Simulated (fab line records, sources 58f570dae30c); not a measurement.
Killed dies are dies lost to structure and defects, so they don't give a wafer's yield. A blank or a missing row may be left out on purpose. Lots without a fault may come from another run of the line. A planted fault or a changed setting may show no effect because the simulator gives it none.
Split-lot experiment | flow berkeley_cmos170 | 5 lots, 23 wafers read, on a route of 331 steps

THE SPLIT
At UCB170_NWELL_IMPLANT_14, the setting energy_kev was moved away from the recipe's 150 on 9 of the 23 wafers read, by -2.6% to +4.8%. The other wafers ran this setting at the recipe's value.

The reading is taken at the split's own step.

THE READING
implant.drp_nm (the simulator's own value, which no gauge read), in nm, at UCB170_NWELL_IMPLANT_14. The file gives no usual value for it.

wafer  | tool, chamber at the split | energy_kev as run | against the recipe | implant.drp_nm, nm | against lot-mates on the recipe
L075.1 | implanter-04, 0            | 150               | recipe             | 62.72              | -
L075.4 | implanter-04, 0            | 150               | recipe             | 62.72              | -
L075.6 | implanter-04, 0            | 150               | recipe             | 62.72              | -
L075.2 | implanter-04, 0            | 157.1             | +4.7%              | 64.94              | +2.22
L075.5 | implanter-04, 0            | 157.1             | +4.7%              | 64.94              | +2.22
L077.1 | implanter-03, 0            | 150               | recipe             | 62.72              | -
L077.2 | implanter-03, 0            | 150               | recipe             | 62.72              | -
L077.3 | implanter-03, 0            | 146.1             | -2.6%              | 61.45              | -1.27
L077.4 | implanter-03, 0            | 146.1             | -2.6%              | 61.45              | -1.27
L077.6 | implanter-03, 0            | 146.1             | -2.6%              | 61.45              | -1.27
L080.1 | implanter-04, 0            | 157.2             | +4.8%              | 64.97              | +2.25
L080.4 | implanter-04, 0            | 157.2             | +4.8%              | 64.97              | +2.25
L080.2 | implanter-04, 0            | 150               | recipe             | 62.72              | -
L080.5 | implanter-04, 0            | 150               | recipe             | 62.72              | -
L080.6 | implanter-04, 0            | 150               | recipe             | 62.72              | -
L083.2 | implanter-04, 0            | 156.1             | +4.1%              | 64.63              | +1.91
L083.6 | implanter-04, 0            | 156.1             | +4.1%              | 64.63              | +1.91
L083.3 | implanter-04, 0            | 150               | recipe             | 62.72              | -
L083.4 | implanter-04, 0            | 150               | recipe             | 62.72              | -
L083.5 | implanter-04, 0            | 150               | recipe             | 62.72              | -
L085.1 | implanter-04, 0            | 150               | recipe             | 62.72              | -
L085.2 | implanter-04, 0            | 150               | recipe             | 62.72              | -
L085.3 | implanter-04, 0            | 150               | recipe             | 62.72              | -

THE FIT
A straight line over all 23 wafers: implant.drp_nm changes by +0.473 nm for each +1% of energy_kev; r = +1.00; the points scatter about the line by 0.015 nm.
The same after taking each lot's own level away (the mean of its wafers on the recipe; 23 wafers): +0.473 nm for each +1%; r = +1.00; scatter 0.015 nm.
On that fit, the largest move of energy_kev shifts the reading by 2.3 nm.
The lots' own levels span 62.720 to 62.720 nm.
So the lot-to-lot level changes the slope little: the two slopes agree.
Check: with one of the wafers moved furthest among these (+4.8%) left out of the fit, the line predicts +2.26 nm for it against its lot-mates. It came out at +2.25 nm against them.

OTHER SPLITS ON THESE WAFERS
These wafers also went through other splits before the reading. Each is held against what the fit with the lots' levels taken away leaves over:
other split on the same wafers     | wafers away from the commonest value | r with implant.drp_nm (lot level and that fit taken away)
UCB170_NWELL_COAT_07 resist_thk_nm | 7                                    | -0.11

THE WHOLE CHAIN: every reading that the file lists as answering this split, in the file's order
step                    | what it does | reading                                                         | change (the file's fit)              | r (the file's)
UCB170_NWELL_IMPLANT_14 |              | implant.rp_nm (the simulator's own value, which no gauge read)  | +1.94 nm for each +1% of the setting | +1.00
UCB170_NWELL_IMPLANT_14 |              | implant.drp_nm (the simulator's own value, which no gauge read) | +0.47 nm for each +1% of the setting | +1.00

THE FILE'S OWN FIT
implant.drp_nm changes by +0.47 nm for each +1% of energy_kev, r = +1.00.
